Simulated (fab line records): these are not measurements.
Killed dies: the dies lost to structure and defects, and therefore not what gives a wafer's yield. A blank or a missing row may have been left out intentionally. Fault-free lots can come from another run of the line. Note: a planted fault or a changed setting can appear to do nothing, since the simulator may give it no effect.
Chamber matching :: flow berkeleyCmos170 :: 4 sister chambers for UCB170_CONTACT_ETCH_17 on rieDiel-03
The step etches BARC in N2/H2. 4 wafers are shown with their chamber, then 7 later ones without.

== EACH WAFER AND ITS CHAMBER ==
wafer: L252.2
chamber: 3
throttleValvePct (%): 13.52

wafer: L252.5
chamber: 1
throttleValvePct (%): 12.96

wafer: L253.1
chamber: 2
throttleValvePct (%): 13.49

wafer: L253.2
chamber: 0
throttleValvePct (%): 13.24

== WAFERS MISSING THEIR CHAMBER ==
wafer: L253.5
throttleValvePct (%): 13.24

wafer: L261.1
throttleValvePct (%): 13.49

wafer: L261.2
throttleValvePct (%): 12.97

wafer: L261.3
throttleValvePct (%): 13.24

wafer: L264.3
throttleValvePct (%): 13.51

wafer: L264.5
throttleValvePct (%): 13.51

wafer: L264.6
throttleValvePct (%): 13.23

== THE CHAMBER EACH PASSED THROUGH ==
wafer: L253.5
from the rows above: 0
in truth: 0

wafer: L261.1
from the rows above: 2
in truth: 2

wafer: L261.2
from the rows above: 1
in truth: 1

wafer: L261.3
from the rows above: 0
in truth: 0

wafer: L264.3
from the rows above: can't be placed: 3 or 2
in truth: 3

wafer: L264.5
from the rows above: can't be placed: 3 or 2
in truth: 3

wafer: L264.6
from the rows above: 0
in truth: 0
Correctly placed: 5 of 7. From these rows, 2 cannot be placed; in 2 the true chamber is one of the candidates. Wrongly placed: 0.
How it was worked out, from the rows above alone: a wafer's distance from a chamber is the root of the sum, over the readings, of the square of ((its reading less the chamber's mean) divided by the reading's scatter). The wafer belongs to the nearest chamber; if the next one is less than 2 further off, it can't be placed. A chamber's mean is the mean of its shown wafers. The scatter: root of mean squared gap, hidden wafer to nearest shown wafer, with one shown wafer a chamber.
